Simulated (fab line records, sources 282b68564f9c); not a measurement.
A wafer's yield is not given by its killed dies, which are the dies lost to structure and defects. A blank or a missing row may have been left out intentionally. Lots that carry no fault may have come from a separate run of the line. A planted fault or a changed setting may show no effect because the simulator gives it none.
A struck lot beside a sound one | flow rit cmos | 14 steps out of a route of 202
Sound: the wafers L400.2, L400.3, L400.6. Wafers struck: L394.2, L394.3, L394.5. The cause is given at the end.
For every step that has rows: the tool of each side, followed by ch and its chambers, followed by its first start. Under that, the readings that differ: sound wafers | struck wafers | difference of the means | sigmas: that difference in standard deviations of wafers without a fault.
alike: readings whose means differ by less than 2 such deviations, and words and numbers that are the same on both sides. not compared: withheld readings, readings that some wafer has no value for, bounds like >300 that may hide the same value, and numbers for which the record gives no deviation and whose values overlap.
A row with sigmas, a row that says differs or no value, or rows on one side alone: a step with any of these is where the two part. Numbers that don't overlap but have no deviation are shown without sigmas and don't part them. A reading missing from all wafers of one side parts the sides only when that side holds two or more wafers.

first, 1 step without rows for these wafers: RIT_ACTIVE_OXIDATION_01 (target thk 46.8 nm, ox time 3360 s).
RIT_ACTIVE_THK_MEAS_02:
  sound on film metro-02, day 4 10:04; struck on film metro-01, day 3 04:04
  alike: ACTIVE_OXIDE_THK
then, 1 step without rows for these wafers: RIT_ACTIVE_CVD_03 (deposits Si3N4 from SiH2Cl2/NH3, target thk 150 nm, time 1500 s).
RIT_ACTIVE_THK_MEAS_04:
  sound on film metro-01, day 4 11:32; struck on film metro-01, day 3 05:32
  alike: ACTIVE_NITRIDE_THK
then, 6 steps without rows for these wafers: RIT_ACTIVE_HMDS_05 (prime time 60 s); RIT_ACTIVE_COAT_06 (resist thk 1000 nm); RIT_ACTIVE_SOFTBAKE_07 (time 60 s); RIT_ACTIVE_EXPOSE_08 (exposes mask M1, target cd 1400 nm); RIT_ACTIVE_PEB_09; RIT_ACTIVE_DEVELOP_10 (develop time 50 s).
RIT_ACTIVE_CD_MEAS_11: target cd 1400 nm.
  sound on cd sem-01, day 4 12:35; struck on cd sem-02, day 3 06:28
  alike: cd nm
then, 1 step without rows for these wafers: RIT_ACTIVE_HARDBAKE_12 (time 60 s).
RIT_ACTIVE_ETCH_13: etches Si3N4 in SF6, stops on SiO2, time 210 s, target depth 210 nm.
  sound on rie diel-03 ch 0,1,2, day 4 12:50; struck on rie diel-01 ch 0,1,2, day 3 06:43
  reading                                       | sound             | struck            | difference | sigmas
  drypump motor current A (A)                   | 6.7 6.4 5.6       | 5.9 5.2 4.9       | -0.9       | -2
  model.NOVOLAK_of_ACTIVE_COAT_06.thk nm (nm)   | 654.7 652.2 655.8 | 553.3 554.4 541.2 | -104.6     |
  model.SiO2_of_ACTIVE_OXIDATION_01.thk nm (nm) | 47.51 45.66 47.18 | 0 0 0             | -47        |
  model.ACTIVE.feature depth nm (nm)            | 147.9 147.2 147.4 | 195.7 195.7 195.1 | +48.0      |
  alike: oes product au, throttle valve pct
  not compared: rf hours counter h
RIT_ACTIVE_STRIP_14: strips in O2, time 180 s.
  sound on plasma asher-04 ch 0, day 4 12:58; struck on plasma asher-01 ch 0, day 3 06:50
  alike: drypump motor current A
  not compared: rf hours counter h

WHERE THEY PART
RIT_ACTIVE_ETCH_13 only, going by this record. Later steps at which nothing parts them and some readings are alike: RIT_ACTIVE_STRIP_14.

WHY: the cause the simulator had injected
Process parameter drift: rie diel-01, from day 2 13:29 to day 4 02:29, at RIT_ACTIVE_ETCH_13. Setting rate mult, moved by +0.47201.
